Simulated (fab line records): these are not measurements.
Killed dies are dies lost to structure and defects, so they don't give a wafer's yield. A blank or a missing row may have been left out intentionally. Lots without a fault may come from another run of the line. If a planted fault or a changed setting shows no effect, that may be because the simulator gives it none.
fab line records	flow rit_cmos
[record] lots = 15	wafers = 45	last_day = 7
route steps=202 shown NWELL@37 PWELL@49 NRETRO@63 PRETRO@74 PLDD@123 PSD@151
lots that met no fault: from a run of the same line without faults
start_h: hours from the record's first day to the start of the lot's first wafer shown	wait_h: hours since the lot's step before	" identical to the entry in the row above	L1.1+2: several wafers, shown together as one row	- no value, or no start was given	* or withheld: withheld	< > ~ a bound
route shown NAME@n: NAME is a module with steps in the file, n the number in the route of the first one	usual: average and standard deviation across the fault-free wafers	same: alike in all rows	chamber/n: place in a boat	sites: the reading at each site	_std_site: standard deviation of those values	_edge_site: mean of outer sites minus mean of inner sites	radius_mm: how far each site lies from the wafer's centre	mask NAME#n: copy n	behind: tool/chamber where the wafer was last shaped	hold: the reason the lot was held/the length of the hold in hours/how it ended	device: transistor that didn't switch, given as n, p or np	end of line: tests of these same wafers at the route's end	a step with no rows: only its recipe	killed: dies that structure and defects cost at the first sort, which is not the same as the wafer's yield	map: a wafer's dies, x killed, . not, _ none there
set.NAME: setting as actually run; set.NAME@STEP: the setting as run at that earlier step	model.NAME: the simulator's own value behind a step, which no gauge read
a sample of lots followed through the steps of the route, with each step as a table and each wafer as a row
services: from which hour (start_h, from the record's first day; less than 0 if before it) a tool's chamber was out of use, for how many hours, and why
[[steps]]
[step RIT_NWELL_STRIP_09]
[recipe] chemistry = O2	time_s = 180	resist = NOVOLAK	platen_temp_c = withheld	power_w = 500	pressure_mtorr = 4000	o2_flow_sccm = 4000
[usual] chamber_pressure_mTorr = 4000/3.4	drypump_motor_current_A = 5.96/0.25
lot.wafer	tool	chamber	start_h	wait_h	chamber_pressure_mTorr	drypump_motor_current_A	rf_hours_counter_h
L492.1	plasma_asher-04	1	23.12	0.1	4000	5.59	23
L492.2	"	0	"	"	4001	6.28	23
L492.3	"	1	"	"	4005	5.61	-
L494.2	plasma_asher-04	0	32.86	0.1	-	-	-
L494.4	"	0	"	"	-	-	-
L494.6	"	0	"	"	-	-	-
L495.2	plasma_asher-02	1	36.38	0.1	-	-	-
L495.3	"	1	"	"	-	-	-
L495.6	"	1	"	"	-	-	-
L496.2	plasma_asher-02	0	44.92	0.1	-	-	-
L496.3	"	0	"	"	-	-	-
L496.6	"	0	"	"	-	-	-
L497.1	plasma_asher-04	0	48.31	0.1	3998	6.33	26
L497.4	"	1	"	"	3999	5.59	-
L497.6	"	0	"	"	3997	6.32	-
L498.1	plasma_asher-02	1	55.65	0.1	3999	5.86	40
L498.3	"	1	"	"	4003	5.86	-
L498.6	"	1	"	"	4000	5.84	-
L499.2	plasma_asher-03	0	62.29	0.1	3999	5.93	45
L499.3	"	1	"	"	4002	6.28	-
L499.5	"	0	"	"	4002	5.92	-
L506.1	plasma_asher-04	1	92.66	0.1	4002	5.60	30
L506.2	"	0	"	"	4001	6.29	30
L506.3	"	0	"	"	4003	6.26	-
L507.1	plasma_asher-04	1	99.25	0.1	3993	5.61	31
L507.3	"	0	"	"	4002	6.33	-
L507.4	"	1	"	"	4000	5.59	-
L509.3	plasma_asher-02	0	109.92	0.1	4004	5.98	-
L509.5	"	1	"	"	3993	5.84	-
L509.6	"	0	"	"	3998	5.97	-
L510.1	plasma_asher-03	0	115.18	0.1	3997	5.93	51
L510.2	"	1	"	"	4007	6.32	51
L510.5	"	0	"	"	3998	5.96	-
L511.1	plasma_asher-04	1	119.24	0.1	3996	5.58	33
L511.2	"	0	"	"	4002	6.28	33
L511.4	"	0	"	"	4004	6.28	-
L513.1	plasma_asher-02	1	129.32	0.1	4009	5.85	49
L513.3	"	0	"	"	4001	5.94	-
L513.6	"	1	"	"	4001	5.86	-
L514.3	plasma_asher-04	1	133.77	0.1	4002	5.61	-
L514.5	"	1	"	"	3997	5.62	-
L514.6	"	0	"	"	3997	6.26	-
L515.1	plasma_asher-04	0	136.55	0.1	4006	6.32	35
L515.2	"	1	"	"	4001	5.55	35
L515.4	"	0	"	"	3995	6.29	-
[step RIT_PWELL_TW_MEAS_10]
[usual] PWELL_TW = 959/7.2
lot.wafer	tool	chamber	start_h	wait_h	PWELL_TW
L492.1	film_metro-03	-	24.97	0.1	960
L492.2	"	-	"	"	959
L492.3	"	-	"	"	953
L494.2	film_metro-03	-	34.72	0.1	30
L494.4	"	-	"	"	30
L494.6	"	-	"	"	30
L495.2	film_metro-04	-	38.24	0.1	30
L495.3	"	-	"	"	31
L495.6	"	-	"	"	31
L496.2	film_metro-01	-	46.78	0.1	30
L496.3	"	-	"	"	30
L496.6	"	-	"	"	30
L497.1	film_metro-04	-	50.03	0.1	962
L497.4	"	-	"	"	961
L497.6	"	-	"	"	959
L498.1	film_metro-04	-	57.40	0.1	955
L498.3	"	-	"	"	960
L498.6	"	-	"	"	958
L499.2	film_metro-04	-	64.03	0.1	963
L499.3	"	-	"	"	961
L499.5	"	-	"	"	964
L506.1	film_metro-01	-	94.39	0.1	949
L506.2	"	-	"	"	954
L506.3	"	-	"	"	950
L507.1	film_metro-04	-	100.98	0.1	964
L507.3	"	-	"	"	968
L507.4	"	-	"	"	966
L509.3	film_metro-01	-	111.61	0.1	953
L509.5	"	-	"	"	952
L509.6	"	-	"	"	957
L510.1	film_metro-01	-	117.03	0.1	953
L510.2	"	-	"	"	951
L510.5	"	-	"	"	950
L511.1	film_metro-03	-	121.04	0.1	967
L511.2	"	-	"	"	969
L511.4	"	-	"	"	966
L513.1	film_metro-03	-	131.15	0.1	965
L513.3	"	-	"	"	970
L513.6	"	-	"	"	969
L514.3	film_metro-01	-	135.46	0.1	951
L514.5	"	-	"	"	947
L514.6	"	-	"	"	942
L515.1	film_metro-04	-	138.28	0.1	955
L515.2	"	-	"	"	959
L515.4	"	-	"	"	960
[step RIT_NRETRO_TW_MEAS_10]
[usual] NRETRO_TW = 1054/7.2
lot.wafer	tool	chamber	start_h	wait_h	NRETRO_TW
L492.1	film_metro-03	-	32.02	0.1	1051
L492.2	"	-	"	"	1060
L492.3	"	-	"	"	1053
L494.2	film_metro-02	-	42.26	0.1	30
L494.4	"	-	"	"	30
L494.6	"	-	"	"	30
L495.2	film_metro-03	-	47.04	0.1	30
L495.3	"	-	"	"	30
L495.6	"	-	"	"	30
L496.2	film_metro-01	-	55.71	0.1	30
L496.3	"	-	"	"	30
L496.6	"	-	"	"	30
L497.1	film_metro-03	-	60.02	0.1	1066
L497.4	"	-	"	"	1064
L497.6	"	-	"	"	1066
L498.1	film_metro-03	-	65.12	0.1	1066
L498.3	"	-	"	"	1060
L498.6	"	-	"	"	1057
L499.2	film_metro-01	-	71.63	0.1	1049
L499.3	"	-	"	"	1050
L499.5	"	-	"	"	1047
L506.1	film_metro-02	-	102.27	0.1	1047
L506.2	"	-	"	"	1041
L506.3	"	-	"	"	1048
L507.1	film_metro-03	-	108.12	0.1	1065
L507.3	"	-	"	"	1066
L507.4	"	-	"	"	1059
L509.3	film_metro-01	-	118.84	0.1	1052
L509.5	"	-	"	"	1057
L509.6	"	-	"	"	1052
L510.1	film_metro-01	-	124.61	0.1	1043
L510.2	"	-	"	"	1049
L510.5	"	-	"	"	1048
L511.1	film_metro-03	-	129.95	0.1	1069
L511.2	"	-	"	"	1070
L511.4	"	-	"	"	1064
L513.1	film_metro-01	-	139.39	0.1	1044
L513.3	"	-	"	"	1043
L513.6	"	-	"	"	1044
L514.3	film_metro-02	-	143.92	0.1	1050
L514.5	"	-	"	"	1052
L514.6	"	-	"	"	1049
L515.1	film_metro-03	-	145.55	0.1	1062
L515.2	"	-	"	"	1059
L515.4	"	-	"	"	1062
[step RIT_PRETRO_TW_MEAS_10]
[usual] PRETRO_TW = 479/4.2
lot.wafer	tool	chamber	start_h	wait_h	PRETRO_TW
L492.1	film_metro-04	-	33.70	0.1	482
L492.2	"	-	"	"	485
L492.3	"	-	"	"	481
L494.2	film_metro-04	-	43.81	0.1	31
L494.4	"	-	"	"	31
L494.6	"	-	"	"	31
L495.2	film_metro-02	-	48.72	0.1	30
L495.3	"	-	"	"	30
L495.6	"	-	"	"	30
L496.2	film_metro-03	-	57.53	0.1	30
L496.3	"	-	"	"	30
L496.6	"	-	"	"	30
L497.1	film_metro-02	-	61.57	0.1	472
L497.4	"	-	"	"	478
L497.6	"	-	"	"	472
L498.1	film_metro-03	-	66.67	0.1	483
L498.3	"	-	"	"	482
L498.6	"	-	"	"	483
L499.2	film_metro-03	-	73.18	0.1	480
L499.3	"	-	"	"	483
L499.5	"	-	"	"	480
L506.1	film_metro-02	-	104.02	0.1	474
L506.2	"	-	"	"	474
L506.3	"	-	"	"	477
L507.1	film_metro-02	-	109.82	0.1	476
L507.3	"	-	"	"	473
L507.4	"	-	"	"	473
L509.3	film_metro-02	-	120.39	0.1	475
L509.5	"	-	"	"	470
L509.6	"	-	"	"	476
L510.1	film_metro-02	-	126.41	0.1	476
L510.2	"	-	"	"	475
L510.5	"	-	"	"	475
L511.1	film_metro-04	-	131.57	0.1	485
L511.2	"	-	"	"	479
L511.4	"	-	"	"	484
L513.1	film_metro-02	-	141.07	0.1	480
L513.3	"	-	"	"	474
L513.6	"	-	"	"	475
L514.3	film_metro-04	-	145.88	0.1	478
L514.5	"	-	"	"	480
L514.6	"	-	"	"	479
L515.1	film_metro-03	-	147.22	0.1	478
L515.2	"	-	"	"	481
L515.4	"	-	"	"	481
[step RIT_PLDD_STRIP_09]
[recipe] chemistry = O2	time_s = 180	resist = NOVOLAK	platen_temp_c = withheld	power_w = 500	pressure_mtorr = 4000	o2_flow_sccm = 4000
[usual] chamber_pressure_mTorr = 4000/3.6	drypump_motor_current_A = 5.88/0.24
lot.wafer	tool	chamber	start_h	wait_h	chamber_pressure_mTorr	drypump_motor_current_A	rf_hours_counter_h
L492.1	plasma_asher-02	1	47.71	0.1	3996	5.87	39
L492.2	"	0	"	"	4000	5.96	39
L492.3	"	1	"	"	3995	5.88	-
L494.2	plasma_asher-02	0	62.05	0.1	3997	5.95	41
L494.4	"	0	"	"	4003	5.98	-
L494.6	"	1	"	"	3997	5.86	-
L495.2	plasma_asher-01	1	64.93	0.1	4000	6.05	38
L495.3	"	1	"	"	3999	6.06	-
L495.6	"	0	"	"	3998	5.59	-
L496.2	plasma_asher-04	0	71.39	0.1	4002	6.29	28
L496.3	"	1	"	"	4000	5.54	-
L496.6	"	1	"	"	3999	5.55	-
L497.1	plasma_asher-01	1	74.87	0.1	4009	6.07	39
L497.4	"	1	"	"	4002	6.07	-
L497.6	"	0	"	"	3998	5.56	-
L498.1	plasma_asher-02	0	80.43	0.1	4007	5.94	43
L498.3	"	0	"	"	4001	5.95	-
L498.6	"	0	"	"	3997	5.97	-
L499.2	plasma_asher-01	1	86.72	0.1	3999	6.06	40
L499.3	"	0	"	"	3999	5.59	-
L499.5	"	0	"	"	4001	5.55	-
L506.1	plasma_asher-01	1	119.49	0.1	4000	6.07	0
L506.2	"	0	"	"	4002	5.57	0
L506.3	"	1	"	"	4005	6.08	-
L507.1	plasma_asher-02	0	122.04	0.1	4002	5.95	48
L507.3	"	1	"	"	3997	5.86	-
L507.4	"	0	"	"	3998	5.98	-
L509.3	plasma_asher-01	1	133.65	0.1	4004	6.07	-
L509.5	"	1	"	"	3999	6.08	-
L509.6	"	0	"	"	4002	5.58	-
L510.1	plasma_asher-02	1	139.83	0.1	3994	5.87	50
L510.2	"	0	"	"	3998	5.94	50
L510.5	"	0	"	"	3993	5.97	-
L511.1	plasma_asher-04	0	143.84	0.1	4002	6.33	35
L511.2	"	1	"	"	4002	5.56	35
L511.4	"	0	"	"	3996	6.25	-
L513.1	plasma_asher-04	1	154.64	0.1	4000	5.58	37
L513.3	"	1	"	"	4008	5.61	-
L513.6	"	0	"	"	3998	6.27	-
L515.1	plasma_asher-02	0	159.20	0.1	3994	5.93	53
L515.2	"	1	"	"	4000	5.85	53
L515.4	"	0	"	"	4003	5.93	-
L514.3	plasma_asher-01	1	159.21	0.1	4005	6.06	-
L514.5	"	1	"	"	4000	6.08	-
L514.6	"	0	"	"	4002	5.57	-
[step RIT_PSD_STRIP_09]
[recipe] chemistry = O2	time_s = 180	resist = NOVOLAK	platen_temp_c = withheld	power_w = 500	pressure_mtorr = 4000	o2_flow_sccm = 4000
[usual] chamber_pressure_mTorr = 4000/3.8	drypump_motor_current_A = 6.00/0.24
lot.wafer	tool	chamber	start_h	wait_h	chamber_pressure_mTorr	drypump_motor_current_A	rf_hours_counter_h
L492.1	plasma_asher-02	1	53.34	0.1	4000	5.88	40
L492.2	"	0	"	"	3997	5.96	40
L492.3	"	1	"	"	3998	5.86	-
L494.2	plasma_asher-04	1	67.54	0.1	3999	5.60	27
L494.4	"	1	"	"	4002	5.58	-
L494.6	"	0	"	"	4002	6.31	-
L495.2	plasma_asher-03	1	70.57	0.1	3998	6.30	46
L495.3	"	0	"	"	3999	5.92	-
L495.6	"	0	"	"	4000	5.91	-
L496.2	plasma_asher-02	1	77.38	0.1	3998	5.86	43
L496.3	"	0	"	"	3998	5.94	-
L496.6	"	1	"	"	4002	5.88	-
L497.1	plasma_asher-03	1	80.46	0.1	3999	6.32	47
L497.4	"	1	"	"	4002	6.31	-
L497.6	"	1	"	"	4002	6.31	-
L498.1	plasma_asher-04	0	86.42	0.1	4000	6.33	29
L498.3	"	1	"	"	4005	5.61	-
L498.6	"	1	"	"	4003	5.59	-
L499.2	plasma_asher-03	0	92.42	0.1	3998	5.99	48
L499.3	"	1	"	"	3994	6.29	-
L499.5	"	0	"	"	4000	5.95	-
L506.1	plasma_asher-03	0	125.12	0.1	4006	5.93	52
L506.2	"	1	"	"	4002	6.28	52
L506.3	"	1	"	"	3994	6.28	-
L507.1	plasma_asher-03	0	127.41	0.1	4002	5.92	52
L507.3	"	0	"	"	3998	5.92	-
L507.4	"	1	"	"	3998	6.29	-
L509.3	plasma_asher-03	0	139.43	0.1	3999	5.94	-
L509.5	"	0	"	"	3997	5.92	-
L509.6	"	1	"	"	3986	6.29	-
L510.1	plasma_asher-02	0	145.69	0.1	3997	5.93	51
L510.2	"	1	"	"	4000	5.88	51
L510.5	"	1	"	"	4005	5.86	-
L511.1	plasma_asher-04	0	149.54	0.1	4000	6.27	36
L511.2	"	1	"	"	3999	5.56	36
L511.4	"	1	"	"	3994	5.57	-
L513.1	plasma_asher-02	1	160.34	0.1	3998	5.85	53
L513.3	"	0	"	"	4003	5.93	-
L513.6	"	0	"	"	4004	5.94	-
L514.3	plasma_asher-04	0	164.70	0.1	4001	6.32	-
L514.5	"	0	"	"	3992	6.33	-
L514.6	"	1	"	"	3999	5.59	-
L515.1	plasma_asher-02	1	165.62	0.1	4002	5.85	54
L515.2	"	0	"	"	4001	5.97	54
L515.4	"	0	"	"	4004	5.95	-
[step RIT_SDANNEAL_RS_MEAS_04]
[recipe] thk_meas_gauge = four-point-probe
[usual] PSD_RS = 116.14/0.29
lot.wafer	tool	chamber	start_h	wait_h	PSD_RS[ohm/sq]
L492.1	film_metro-03	-	54.35	0.0	116.07
L492.2	"	-	"	"	116.29
L492.3	"	-	"	"	116.38
L494.2	film_metro-02	-	68.40	0.1	116.39
L494.4	"	-	"	"	115.98
L494.6	"	-	"	"	116.43
L495.2	film_metro-02	-	71.27	0.1	115.74
L495.3	"	-	"	"	116.12
L495.6	"	-	"	"	116.11
L496.2	film_metro-02	-	78.09	0.1	116.22
L496.3	"	-	"	"	115.82
L496.6	"	-	"	"	116.02
L497.1	film_metro-03	-	81.16	0.0	116.02
L497.4	"	-	"	"	116.23
L497.6	"	-	"	"	116.27
L498.1	film_metro-01	-	87.12	0.0	116.35
L498.3	"	-	"	"	116.91
L498.6	"	-	"	"	116.74
L499.2	film_metro-03	-	93.17	0.1	116.55
L499.3	"	-	"	"	116.52
L499.5	"	-	"	"	116.50
L506.1	film_metro-03	-	125.82	0.0	116.40
L506.2	"	-	"	"	116.41
L506.3	"	-	"	"	116.39
L507.1	film_metro-03	-	128.25	0.0	116.13
L507.3	"	-	"	"	116.14
L507.4	"	-	"	"	116.46
L509.3	film_metro-03	-	140.32	0.1	116.46
L509.5	"	-	"	"	116.42
L509.6	"	-	"	"	116.59
L510.1	film_metro-02	-	146.72	0.0	115.72
L510.2	"	-	"	"	116.00
L510.5	"	-	"	"	115.77
L511.1	film_metro-03	-	150.20	0.0	115.58
L511.2	"	-	"	"	115.54
L511.4	"	-	"	"	115.61
L513.1	film_metro-01	-	161.02	0.0	115.99
L513.3	"	-	"	"	116.00
L513.6	"	-	"	"	116.06
L514.3	film_metro-02	-	165.34	0.1	116.22
L514.5	"	-	"	"	115.92
L514.6	"	-	"	"	116.26
L515.1	film_metro-02	-	166.28	0.0	116.08
L515.2	"	-	"	"	115.95
L515.4	"	-	"	"	115.97
[[services]]
tool	chamber	start_h	hours	kind
plasma_asher-04	-	84.26	1.3	repair
plasma_asher-04	-	103.48	2.8	pm
plasma_asher-01	-	108.75	9.0	pm
plasma_asher-01	0	108.75	9.0	vent_cycle
plasma_asher-01	1	108.75	9.0	vent_cycle
plasma_asher-01	0	117.75	-	clean
plasma_asher-01	1	117.75	-	clean
plasma_asher-03	-	147.35	23.8	pm
plasma_asher-04	-	158.75	0.6	repair
[[key]]
[first_sign] step = RIT_NWELL_STRIP_09	reading = tool_record	direction = missing
[effect] step = RIT_PWELL_TW_MEAS_10	reading = PWELL_TW	direction = down	sigmas = 99+	usual = 959	struck = 30
[effect] step = RIT_NRETRO_TW_MEAS_10	reading = NRETRO_TW	direction = down	sigmas = 99+	usual = 1054	struck = 30
[effect] step = RIT_PRETRO_TW_MEAS_10	reading = PRETRO_TW	direction = down	sigmas = 99+	usual = 479	struck = 30
met_at RIT_NWELL_STRIP_09
struck_lots L494,L495,L496
sort_left_out L494.2,L494.4,L494.6,L495.2,L495.3,L495.6,L496.2,L496.3,L496.6
tester_left_out L494,L495,L496
not_acting_at RIT_PLDD_STRIP_09,RIT_PSD_STRIP_09,RIT_SDANNEAL_RS_MEAS_04
onset_between 23.12 32.86
[fault] kind = skipped_step_whole	tool = plasma_asher-02,plasma_asher-04	chamber = -	onset_h = 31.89	steps = RIT_NWELL_STRIP_09	scope = struck_lots_only
// tester_left_out: of these lots the tester's yield and bins aren't shown, on N5 and GAA mostly nor the transistor test; their killed dies are dies lost to structure and defects alone, not to doping, threshold or leakage, so they don't give the yield
// sort_left_out: the simulated sort isn't trusted on such a fault, so these wafers' sort isn't shown, and their yield isn't known
